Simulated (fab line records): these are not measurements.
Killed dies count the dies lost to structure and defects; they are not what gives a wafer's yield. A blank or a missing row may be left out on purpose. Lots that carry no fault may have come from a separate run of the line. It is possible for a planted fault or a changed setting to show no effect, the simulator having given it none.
fab line records	flow rit-cmos
record lots=6	wafers=18	last-day=6
route steps=202 shown GATE@83 REOX@98 NLDD@103 PLDD@114 M1@202
lots that met no fault: taken from a fault-free run of the same line
start-h: hours from the record's first day to the start of the lot's first wafer shown	wait-h: hours from the lot's prior step to this one	" same as the row above	L1.1+2: a single row standing in for several wafers	- no value, or no start was given	* or withheld: withheld	< > ~ a bound
route shown NAME@n: a module of which the file shows steps, and the number in the route of the first	usual: the fault-free wafers' mean and standard deviation	same: alike in all rows	chamber/n: place in a boat	sites: each site's reading	_std_site: their standard deviation	_edge_site: mean of outer sites minus mean of inner sites	radius-mm: for every site, how far away it sits from the centre of the wafer	mask NAME#n: copy n	behind: the last tool/chamber to shape the wafer	hold: why the lot went on hold/how many hours it stayed there/how the hold came to an end	device: whichever transistor did not switch (one of n, p or np)	end of line: the route-end tests of the same wafers	step lacking rows: just its recipe	killed: dies that structure and defects cost at the first sort, which is not the same as the wafer's yield	map: shows each die of a wafer: x if killed, . if not, _ if none is there
set.NAME: the setting the step ran with; set.NAME@STEP: the setting that earlier step ran with	model.NAME: the simulator's own value behind a step, which no gauge read
lots seen at some steps along the route; tables by step, rows by wafer
services: when a tool's chamber went out of use (start-h, in hours from the record's first day, below 0 if earlier), for how many hours, and the reason
## steps
# step RIT_GATE_THK_MEAS_07
# recipe reads=SiO2_of_GATE_OXIDATION_05
# usual GATE_OXIDE_THK=3.02/0.064
lot.wafer	tool	chamber	start-h	wait-h	GATE_OXIDE_THK[nm]
L534.1	film-metro-03	-	46.75	0.0	3.01
L534.3	"	-	"	"	2.99
L534.5	"	-	"	"	2.97
L537.3	film-metro-02	-	62.83	0.0	2.90
L537.5	"	-	"	"	2.99
L537.6	"	-	"	"	2.91
L540.2	film-metro-02	-	78.74	0.0	3.10
L540.4	"	-	"	"	3.07
L540.6	"	-	"	"	2.99
L541.1	film-metro-03	-	82.86	0.0	3.00
L541.2	"	-	"	"	2.98
L541.6	"	-	"	"	3.02
L544.1	film-metro-02	-	94.93	0.0	2.93
L544.5	"	-	"	"	3.02
L544.6	"	-	"	"	2.95
L546.1	film-metro-02	-	108.88	0.0	3.03
L546.2	"	-	"	"	3.01
L546.6	"	-	"	"	3.08
# step RIT_GATE_CVD_08
# recipe material=poly-Si	target-thk-nm=250	temp-c=610	precursor=SiH4	time-s=2220	pressure-mtorr=300	sih4-flow-sccm=100
# step RIT_GATE_THK_MEAS_09
# recipe reads=poly-Si_of_GATE_CVD_08
# usual GATE_POLY_THK=249.7/2.2
lot.wafer	tool	chamber	start-h	wait-h	GATE_POLY_THK[nm]
L534.1	film-metro-03	-	48.42	0.0	249.5
L534.3	"	-	"	"	249.6
L534.5	"	-	"	"	248.4
L537.3	film-metro-03	-	64.51	0.0	248.6
L537.5	"	-	"	"	250.3
L537.6	"	-	"	"	251.3
L540.2	film-metro-03	-	80.41	0.0	251.0
L540.4	"	-	"	"	251.2
L540.6	"	-	"	"	249.7
L541.1	film-metro-03	-	84.54	0.0	250.8
L541.2	"	-	"	"	251.6
L541.6	"	-	"	"	253.1
L544.1	film-metro-03	-	97.00	0.0	251.9
L544.5	"	-	"	"	252.6
L544.6	"	-	"	"	249.3
L546.1	film-metro-03	-	110.56	0.0	250.1
L546.2	"	-	"	"	248.0
L546.6	"	-	"	"	249.6
# step RIT_GATE_HMDS_10
# recipe prime-time-s=60	prime-temp-c=140
# step RIT_GATE_COAT_11
# recipe resist=NOVOLAK	spin-rpm=4250	resist-thk-nm=850
# step RIT_GATE_SOFTBAKE_12
# recipe resist=NOVOLAK	temp-c=90	time-s=60
# step RIT_GATE_EXPOSE_13
# recipe mask-id=M6	na=0.6	source-shape=conventional	sigma-outer=0.6	target-cd-nm=150	dose-mj=380
# step RIT_GATE_PEB_14
# recipe resist=NOVOLAK	temp-c=withheld	time-s=withheld
# step RIT_GATE_DEVELOP_15
# recipe resist=NOVOLAK	develop-time-s=50	dev-temp-c=23
# step RIT_GATE_CD_MEAS_16
# recipe target-cd-nm=150
# usual cd-nm=149.4/2.5
lot.wafer	tool	chamber	start-h	wait-h	cd-nm
L534.1	cd-sem-01	-	49.33	-	148.2
L534.3	"	-	"	"	150.3
L534.5	"	-	"	"	149.1
L537.3	cd-sem-02	-	65.56	-	148.8
L537.5	"	-	"	"	149.9
L537.6	"	-	"	"	149.9
L540.2	cd-sem-02	-	81.56	-	154.6
L540.4	"	-	"	"	152.6
L540.6	"	-	"	"	153.1
L541.1	cd-sem-02	-	85.45	-	147.3
L541.2	"	-	"	"	148.1
L541.6	"	-	"	"	150.5
L544.1	cd-sem-02	-	98.04	-	151.2
L544.5	"	-	"	"	150.9
L544.6	"	-	"	"	148.5
L546.1	cd-sem-02	-	111.54	-	153.0
L546.2	"	-	"	"	149.0
L546.6	"	-	"	"	152.2
# step RIT_GATE_OVL_MEAS_17
# usual GATE_OVL=-1.1/1.4
lot.wafer	tool	chamber	start-h	wait-h	GATE_OVL[nm]
L534.1	overlay-01	-	49.45	0.1	0.6
L534.3	"	-	"	"	-1.2
L534.5	"	-	"	"	-1.9
L537.3	overlay-01	-	65.65	0.1	0.3
L537.5	"	-	"	"	0.4
L537.6	"	-	"	"	0.9
L540.2	overlay-02	-	81.66	0.1	-1.0
L540.4	"	-	"	"	0.0
L540.6	"	-	"	"	-2.2
L541.1	overlay-01	-	85.57	0.1	0.4
L541.2	"	-	"	"	2.0
L541.6	"	-	"	"	0.4
L544.1	overlay-02	-	98.16	0.1	-1.6
L544.5	"	-	"	"	-1.6
L544.6	"	-	"	"	-2.8
L546.1	overlay-02	-	111.66	0.1	-2.0
L546.2	"	-	"	"	-2.2
L546.6	"	-	"	"	-1.5
# step RIT_GATE_HARDBAKE_18
# recipe resist=NOVOLAK	temp-c=140	time-s=60
# step RIT_GATE_ETCH_19
# recipe chemistry=SF6/CHF3/O2	time-s=165	SF6_flow_sccm=30	CHF3_flow_sccm=30	O2_flow_sccm=5	target=poly-Si	pressure-mtorr=40	rf-w=160	target-depth-a=3125	over-etch-frac=0.25	stop-on=SiO2
# usual CHF3_flow_sccm=30.01/0.099	drypump-motor-current-A=5.8/0.64	oes-product-au=0.858/0.011	throttle-valve-pct=10.22/0.14
lot.wafer	tool	chamber	start-h	wait-h	CHF3_flow_sccm	drypump-motor-current-A	oes-product-au	rf-hours-counter-h	throttle-valve-pct
L534.1	rie-si-01	0	49.64	0.1	29.92	5.7	0.865	132	10.31
L534.3	"	2	"	"	29.88	5.2	0.861	3	10.10
L534.5	"	0	"	"	29.78	5.7	0.860	-	10.29
L537.3	rie-si-02	0	65.83	0.1	30.00	5.8	0.854	120	10.20
L537.5	"	3	"	"	29.90	6.5	0.860	-	10.53
L537.6	"	2	"	"	30.09	6.9	0.864	-	10.06
L540.2	rie-si-01	3	81.92	0.1	30.10	5.1	0.874	0	10.27
L540.4	"	0	"	"	29.87	5.7	0.863	132	10.32
L540.6	"	2	"	"	30.15	5.1	0.863	-	10.11
L541.1	rie-si-02	1	85.75	0.1	30.03	6.4	0.847	40	10.28
L541.2	"	3	"	"	30.04	6.5	0.862	16	10.53
L541.6	"	1	"	"	29.95	6.4	0.847	-	10.28
L544.1	rie-si-01	3	98.35	0.1	30.09	5.1	0.870	0	10.27
L544.5	"	0	"	"	30.01	5.7	0.871	-	10.32
L544.6	"	1	"	"	30.00	5.3	0.860	-	10.08
L546.1	rie-si-01	1	111.84	0.1	29.88	5.3	0.848	2	10.08
L546.2	"	3	"	"	30.01	5.1	0.869	0	10.28
L546.6	"	2	"	"	29.89	5.2	0.866	-	10.10
# step RIT_GATE_STRIP_20
# recipe chemistry=O2	time-s=180	resist=NOVOLAK	platen-temp-c=withheld	power-w=500	pressure-mtorr=4000	o2-flow-sccm=3888
# usual drypump-motor-current-A=5.7/0.58
lot.wafer	tool	chamber	start-h	wait-h	drypump-motor-current-A	rf-hours-counter-h
L534.1	plasma-asher-03	1	49.75	0.1	5.6	43
L534.3	"	1	"	"	5.6	-
L534.5	"	0	"	"	5.5	-
L537.3	plasma-asher-02	1	65.99	0.1	6.0	-
L537.5	"	0	"	"	6.8	-
L537.6	"	1	"	"	6.1	-
L540.2	plasma-asher-03	1	82.03	0.1	5.6	46
L540.4	"	1	"	"	5.6	-
L540.6	"	0	"	"	5.5	-
L541.1	plasma-asher-02	1	85.86	0.1	6.1	43
L541.2	"	0	"	"	6.7	43
L541.6	"	1	"	"	6.1	-
L544.1	plasma-asher-02	0	98.46	0.1	6.8	44
L544.5	"	0	"	"	6.8	-
L544.6	"	1	"	"	6.1	-
L546.1	plasma-asher-04	1	111.95	0.1	5.6	33
L546.2	"	0	"	"	4.8	33
L546.6	"	0	"	"	4.8	-
# step RIT_GATE_CD_MEAS_90
# recipe target-cd-nm=150
# usual cd-nm=149.4/2.5
lot.wafer	tool	chamber	start-h	wait-h	cd-nm
L534.1	cd-sem-02	-	49.92	0.1	148.8
L534.3	"	-	"	"	150.5
L534.5	"	-	"	"	148.9
L537.3	cd-sem-02	-	66.15	0.1	149.2
L537.5	"	-	"	"	150.4
L537.6	"	-	"	"	150.0
L540.2	cd-sem-02	-	82.23	0.1	154.3
L540.4	"	-	"	"	152.7
L540.6	"	-	"	"	153.2
L541.1	cd-sem-02	-	86.04	0.1	147.1
L541.2	"	-	"	"	148.2
L541.6	"	-	"	"	150.9
L544.1	cd-sem-02	-	98.63	0.1	151.1
L544.5	"	-	"	"	151.4
L544.6	"	-	"	"	148.6
L546.1	cd-sem-02	-	112.13	0.1	152.9
L546.2	"	-	"	"	148.6
L546.6	"	-	"	"	153.4
# step RIT_REOX_CLEAN_00
# recipe chemistry=SC1	mix=3:3:50	time-s=600	temp-c=75
# step RIT_REOX_CLEAN_01
# recipe chemistry=dHF	dilution=50:1	time-s=30
# step RIT_REOX_CLEAN_02
# recipe chemistry=SC2	mix=3:3:50	time-s=600	temp-c=75	dry=n2-spin
# step RIT_REOX_OXIDATION_03
# recipe temp-c=900	ambient=O2	target-thk-a=252	ox-time-s=5580
# step RIT_REOX_THK_MEAS_04
# recipe reads=SiO2_of_REOX_OXIDATION_03
# usual REOX_OXIDE_THK=25.2/0.46
lot.wafer	tool	chamber	start-h	wait-h	REOX_OXIDE_THK[nm]
L534.1	film-metro-01	-	53.31	0.0	25.4
L534.3	"	-	"	"	25.4
L534.5	"	-	"	"	25.7
L537.3	film-metro-04	-	70.12	0.0	24.5
L537.5	"	-	"	"	24.8
L537.6	"	-	"	"	24.3
L540.2	film-metro-04	-	85.42	0.0	25.4
L540.4	"	-	"	"	25.1
L540.6	"	-	"	"	25.6
L541.1	film-metro-04	-	91.22	0.0	25.8
L541.2	"	-	"	"	25.5
L541.6	"	-	"	"	25.8
L544.1	film-metro-01	-	102.54	0.0	24.6
L544.5	"	-	"	"	24.4
L544.6	"	-	"	"	24.1
L546.1	film-metro-03	-	115.19	0.0	25.0
L546.2	"	-	"	"	25.3
L546.6	"	-	"	"	25.0
# step RIT_NLDD_HMDS_00
# recipe prime-time-s=60	prime-temp-c=140
# step RIT_NLDD_COAT_01
# recipe resist=NOVOLAK	spin-rpm=3250	resist-thk-nm=1000
# step RIT_NLDD_SOFTBAKE_02
# recipe resist=NOVOLAK	temp-c=90	time-s=60
# step RIT_NLDD_EXPOSE_03
# recipe mask-id=M7	na=0.57	target-cd-nm=40700	dose-mj=250
# step RIT_NLDD_PEB_04
# recipe resist=NOVOLAK	temp-c=withheld	time-s=withheld
# step RIT_NLDD_DEVELOP_05
# recipe resist=NOVOLAK	develop-time-s=50	dev-temp-c=23
# step RIT_NLDD_OVL_MEAS_06
# usual NLDD_OVL=-0.8/1.2
lot.wafer	tool	chamber	start-h	wait-h	NLDD_OVL[nm]
L534.1	overlay-01	-	54.22	-	-1.6
L534.3	"	-	"	"	-2.4
L534.5	"	-	"	"	-1.0
L537.3	overlay-02	-	71.02	-	0.4
L537.5	"	-	"	"	0.4
L537.6	"	-	"	"	-0.4
L540.2	overlay-02	-	86.33	-	-1.6
L540.4	"	-	"	"	-1.9
L540.6	"	-	"	"	-1.8
L541.1	overlay-01	-	92.25	-	-0.2
L541.2	"	-	"	"	-0.1
L541.6	"	-	"	"	0.4
L544.1	overlay-02	-	103.62	-	-0.9
L544.5	"	-	"	"	-2.5
L544.6	"	-	"	"	-4.4
L546.1	overlay-02	-	116.23	-	-0.4
L546.2	"	-	"	"	0.1
L546.6	"	-	"	"	0.1
# step RIT_NLDD_HARDBAKE_07
# recipe resist=NOVOLAK	temp-c=140	time-s=60
# step RIT_NLDD_IMPLANT_08
# recipe species=P	energy-kev=20	dose-cm2=4.883e+14	tilt-deg=7
# step RIT_NLDD_STRIP_09
# recipe chemistry=O2	time-s=180	resist=NOVOLAK	platen-temp-c=withheld	power-w=500	pressure-mtorr=4000	o2-flow-sccm=4000
# usual drypump-motor-current-A=5.6/0.56
lot.wafer	tool	chamber	start-h	wait-h	drypump-motor-current-A	rf-hours-counter-h
L534.1	plasma-asher-04	1	54.56	0.1	5.6	27
L534.3	"	1	"	"	5.6	-
L534.5	"	1	"	"	5.6	-
L537.3	plasma-asher-02	1	71.40	0.1	6.0	-
L537.5	"	0	"	"	6.8	-
L537.6	"	1	"	"	6.1	-
L540.2	plasma-asher-01	1	86.66	0.1	5.6	43
L540.4	"	0	"	"	6.0	-
L540.6	"	1	"	"	5.6	-
L541.1	plasma-asher-02	1	92.59	0.1	6.1	44
L541.2	"	0	"	"	6.8	44
L541.6	"	0	"	"	6.8	-
L544.1	plasma-asher-04	0	103.99	0.1	4.8	32
L544.5	"	1	"	"	5.6	-
L544.6	"	0	"	"	4.8	-
L546.1	plasma-asher-04	0	116.56	0.1	4.8	34
L546.2	"	1	"	"	5.6	34
L546.6	"	1	"	"	5.6	-
# step RIT_NLDD_TW_MEAS_10
# usual NLDD_TW=2478/21
lot.wafer	tool	chamber	start-h	wait-h	NLDD_TW
L534.1	film-metro-04	-	54.73	0.1	2497
L534.3	"	-	"	"	2507
L534.5	"	-	"	"	2496
L537.3	film-metro-02	-	71.54	0.1	2467
L537.5	"	-	"	"	2456
L537.6	"	-	"	"	2468
L540.2	film-metro-02	-	86.84	0.1	2478
L540.4	"	-	"	"	2480
L540.6	"	-	"	"	2472
L541.1	film-metro-01	-	92.77	0.1	2447
L541.2	"	-	"	"	2458
L541.6	"	-	"	"	2453
L544.1	film-metro-04	-	104.16	0.1	2489
L544.5	"	-	"	"	2496
L544.6	"	-	"	"	2491
L546.1	film-metro-04	-	116.74	0.1	2495
L546.2	"	-	"	"	2508
L546.6	"	-	"	"	2502
# step RIT_PLDD_HMDS_00
# recipe prime-time-s=60	prime-temp-c=140
# step RIT_PLDD_COAT_01
# recipe resist=NOVOLAK	spin-rpm=3250	resist-thk-nm=1000
# step RIT_PLDD_SOFTBAKE_02
# recipe resist=NOVOLAK	temp-c=90	time-s=60
# step RIT_PLDD_EXPOSE_03
# recipe mask-id=M8	na=0.57	target-cd-nm=40900	dose-mj=250
# step RIT_PLDD_PEB_04
# recipe resist=NOVOLAK	temp-c=withheld	time-s=withheld
# step RIT_PLDD_DEVELOP_05
# recipe resist=NOVOLAK	develop-time-s=50	dev-temp-c=23
# step RIT_PLDD_OVL_MEAS_06
# usual PLDD_OVL=-0.5/1.2
lot.wafer	tool	chamber	start-h	wait-h	PLDD_OVL[nm]
L534.1	overlay-02	-	55.77	-	-1.3
L534.3	"	-	"	"	-1.1
L534.5	"	-	"	"	-1.2
L537.3	overlay-01	-	72.57	-	-0.2
L537.5	"	-	"	"	0.7
L537.6	"	-	"	"	-0.9
L540.2	overlay-02	-	87.87	-	-0.2
L540.4	"	-	"	"	-1.5
L540.6	"	-	"	"	0.4
L541.1	overlay-02	-	93.68	-	-2.7
L541.2	"	-	"	"	-2.3
L541.6	"	-	"	"	-0.9
L544.1	overlay-01	-	105.20	-	0.5
L544.5	"	-	"	"	-2.3
L544.6	"	-	"	"	1.1
L546.1	overlay-02	-	117.77	-	0.8
L546.2	"	-	"	"	-1.0
L546.6	"	-	"	"	-1.1
# step RIT_PLDD_HARDBAKE_07
# recipe resist=NOVOLAK	temp-c=140	time-s=60
# step RIT_PLDD_IMPLANT_08
# recipe species=BF2	energy-kev=20	dose-cm2=9e+14	tilt-deg=7
# step RIT_PLDD_STRIP_09
# recipe chemistry=O2	time-s=180	resist=NOVOLAK	platen-temp-c=withheld	power-w=500	pressure-mtorr=4000	o2-flow-sccm=4000
# usual drypump-motor-current-A=5.9/0.41
lot.wafer	tool	chamber	start-h	wait-h	drypump-motor-current-A	rf-hours-counter-h
L534.1	plasma-asher-03	1	56.11	0.1	5.6	43
L534.3	"	1	"	"	5.6	-
L534.5	"	0	"	"	5.5	-
L537.3	plasma-asher-01	1	72.95	0.1	5.6	-
L537.5	"	0	"	"	6.0	-
L537.6	"	1	"	"	5.6	-
L540.2	plasma-asher-01	0	88.20	0.1	6.0	43
L540.4	"	0	"	"	6.0	-
L540.6	"	0	"	"	6.1	-
L541.1	plasma-asher-01	0	94.01	0.1	6.0	43
L541.2	"	1	"	"	5.6	43
L541.6	"	0	"	"	6.0	-
L544.1	plasma-asher-02	1	105.54	0.1	6.0	45
L544.5	"	0	"	"	6.8	-
L544.6	"	1	"	"	6.1	-
L546.1	plasma-asher-02	0	118.11	0.1	6.8	47
L546.2	"	1	"	"	6.0	47
L546.6	"	0	"	"	6.8	-
# step RIT_PLDD_TW_MEAS_10
# usual PLDD_TW=2353/21
lot.wafer	tool	chamber	start-h	wait-h	PLDD_TW
L534.1	film-metro-02	-	56.28	0.1	2339
L534.3	"	-	"	"	2338
L534.5	"	-	"	"	2348
L537.3	film-metro-02	-	73.09	0.1	2359
L537.5	"	-	"	"	2353
L537.6	"	-	"	"	2352
L540.2	film-metro-04	-	88.39	0.1	2383
L540.4	"	-	"	"	2393
L540.6	"	-	"	"	2372
L541.1	film-metro-01	-	94.19	0.1	2333
L541.2	"	-	"	"	2334
L541.6	"	-	"	"	2333
L544.1	film-metro-04	-	105.72	0.1	2374
L544.5	"	-	"	"	2383
L544.6	"	-	"	"	2383
L546.1	film-metro-01	-	118.29	0.1	2337
L546.2	"	-	"	"	2336
L546.6	"	-	"	"	2342
# step RIT_M1_PROBE_99
# usual killed-at-front-end=6.9/2.8	killed-dies=7.0/2.8	killed-open=3.4/2	killed-short=3.5/2.1
# same gross-dies=264	killed_at_M0_to_M3=0	killed_at_M4_up=0	killed-at-back-side=0	killed-at-contacts=0	killed-at-other=0
lot.wafer	tool	chamber	start-h	wait-h	hold	killed-at-front-end	killed-dies	killed-open	killed-short
L534.1	prober-01	-	69.67	0.1	-	7	7	4	3
L534.3	prober-01	-	69.77	0.2	-	8	8	5	3
L534.5	prober-01	-	69.87	0.2	-	11	11	4	7
L537.3	prober-02	-	86.96	0.2	-	5	5	1	4
L537.5	prober-02	-	87.06	0.2	-	3	3	1	2
L537.6	prober-02	-	87.11	0.2	-	7	7	1	6
L540.2	prober-01	-	102.78	0.1	-	9	9	5	4
L540.4	prober-01	-	102.88	0.2	-	6	6	4	2
L540.6	prober-01	-	102.98	0.2	-	11	11	8	3
L541.1	prober-02	-	108.35	0.1	-	11	11	6	5
L541.2	prober-02	-	108.40	0.1	-	1	1	1	0
L541.6	prober-02	-	108.60	0.2	-	8	8	4	4
L544.1	prober-01	-	119.24	0.1	await-dispo/0.9h/release	8	8	3	5
L544.5	prober-01	-	119.44	0.2	await-dispo/0.9h/release	4	4	2	2
L544.6	prober-01	-	119.49	0.2	await-dispo/0.9h/release	33	33	3	3
L546.1	prober-01	-	131.95	0.1	await-dispo/3.6h/release	29	29	3	3
L546.2	prober-01	-	132.00	0.1	await-dispo/3.6h/release	8	8	3	5
L546.6	prober-01	-	132.20	0.2	await-dispo/3.6h/release	9	9	5	4
# killed by level:class
L534.1 FOX1:geometric-particle:short=3 FOX1:geometric-particle:open=2 GATE:geometric-particle:open=1 SILICIDE:geometric-particle:open=1
L534.3 GATE:geometric-particle:open=3 REOX:geometric-particle:open=2 FOX1:geometric-particle:short=1 REOX:geometric-particle:short=1 SPACER:geometric-particle:short=1
L534.5 FOX1:geometric-particle:open=2 FOX1:geometric-particle:short=2 GATE:geometric-particle:short=2 REOX:geometric-particle:short=2 SPACER:geometric-particle:open=2 SPACER:geometric-particle:short=1
L537.3 GATE:geometric-particle:short=2 SILICIDE:geometric-particle:short=2 FOX1:geometric-particle:open=1
L537.5 GATE:geometric-particle:short=1 REOX:geometric-particle:open=1 SILICIDE:geometric-particle:short=1
L537.6 SILICIDE:geometric-particle:short=3 FOX1:geometric-particle:short=2 GATE:geometric-particle:open=1 GATE:geometric-particle:short=1
L540.2 GATE:geometric-particle:open=2 FOX1:geometric-particle:open=1 FOX1:geometric-particle:short=1 GATE:geometric-particle:short=1 REOX:geometric-particle:short=1 SPACER:geometric-particle:open=1 SILICIDE:geometric-particle:open=1 SILICIDE:geometric-particle:short=1
L540.4 FOX1:geometric-particle:open=1 FOX2:geometric-particle:open=1 GATE:geometric-particle:short=1 GATE:geometric-particle:open=1 REOX:geometric-particle:short=1 SILICIDE:geometric-particle:open=1
L540.6 SILICIDE:geometric-particle:open=4 FOX2:geometric-particle:open=2 FOX2:geometric-particle:short=1 GATE:geometric-particle:short=1 REOX:geometric-particle:open=1 REOX:geometric-particle:short=1 SPACER:geometric-particle:open=1
L541.1 REOX:geometric-particle:short=3 SPACER:geometric-particle:open=3 GATE:geometric-particle:short=2 GATE:geometric-particle:open=2 REOX:geometric-particle:open=1
L541.2 GATE:geometric-particle:open=1
L541.6 GATE:geometric-particle:open=4 GATE:geometric-particle:short=3 REOX:geometric-particle:short=1
L544.1 GATE:geometric-particle:short=4 REOX:geometric-particle:open=2 GATE:geometric-particle:open=1 REOX:geometric-particle:short=1
L544.5 GATE:geometric-particle:short=2 GATE:geometric-particle:open=1 REOX:geometric-particle:open=1
L544.6 GATE:unspecified=27 FOX1:geometric-particle:short=2 FOX2:geometric-particle:open=1 GATE:geometric-particle:short=1 GATE:geometric-particle:open=1 SILICIDE:geometric-particle:open=1
L546.1 GATE:unspecified=23 GATE:geometric-particle:short=2 SILICIDE:geometric-particle:open=2 FOX1:geometric-particle:short=1 REOX:geometric-particle:open=1
L546.2 GATE:geometric-particle:short=3 FOX1:geometric-particle:short=1 GATE:geometric-particle:open=1 REOX:geometric-particle:open=1 SILICIDE:geometric-particle:short=1 SILICIDE:geometric-particle:open=1
L546.6 GATE:geometric-particle:short=3 GATE:geometric-particle:open=3 FOX1:geometric-particle:open=1 FOX1:geometric-particle:short=1 REOX:geometric-particle:open=1
# map L544.6 (x killed, . not)
________......._______
_____.............____
____...............___
___.................__
__..................._
__...x.......x......._
_.......x.xxxx........
_......xxxxxxx.x......
_...x...xxxxxxx..x....
_........xxxxx........
__........xxx........_
__..................._
___....x............__
____...............___
_____.............____
________......._______
# map L546.1 (x killed, . not)
________......._______
_____..........x..____
____...............___
___.................__
__..................._
__.....x............._
_........x.xx.........
_.......xxxxxx........
_......xxxxxxx........
_........xxxxx........
__.......xxxx.x......_
__..................._
___.................__
____...............___
_____.............____
________......x_______
## services
tool	chamber	start-h	hours	kind
rie-si-01	-	26.04	0.5	repair
plasma-asher-02	-	33.02	3.0	repair
plasma-asher-01	-	35.35	1.6	repair
rie-si-01	3	39.41	-	clean
rie-si-01	3	39.41	19.1	scheduled-down
rie-si-01	3	39.41	19.1	vent-cycle
plasma-asher-03	-	62.49	0.7	repair
plasma-asher-04	-	93.69	0.4	repair
rie-si-01	0	99.75	3.5	repair
plasma-asher-04	-	105.16	2.2	repair
plasma-asher-01	-	108.75	9.0	pm
plasma-asher-01	0	108.75	9.0	vent-cycle
plasma-asher-01	1	108.75	9.0	vent-cycle
plasma-asher-01	0	117.75	-	clean
plasma-asher-01	1	117.75	-	clean
## key
first-sign step=RIT_M1_PROBE_99	reading=killed-at-front-end	direction=up	sigmas=8.6	usual=6.9	struck=31
effect step=RIT_M1_PROBE_99	reading=killed-dies	direction=up	sigmas=8.5	usual=7.0	struck=31
met-at RIT_GATE_ETCH_19
struck-wafers L544.6,L546.1
tester-left-out L544,L546
fault kind=chamber-particle-source	tool=rie-si-01	chamber=1	onset-h=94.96	steps=RIT_GATE_ETCH_19	rate-per-visit-cm2=0.56591	end-h=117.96
# tester-left-out: of these lots the tester's yield and bins aren't shown, on N5 and GAA mostly nor the transistor test; their killed dies are dies lost to structure and defects alone, not to doping, threshold or leakage, so they don't give the yield
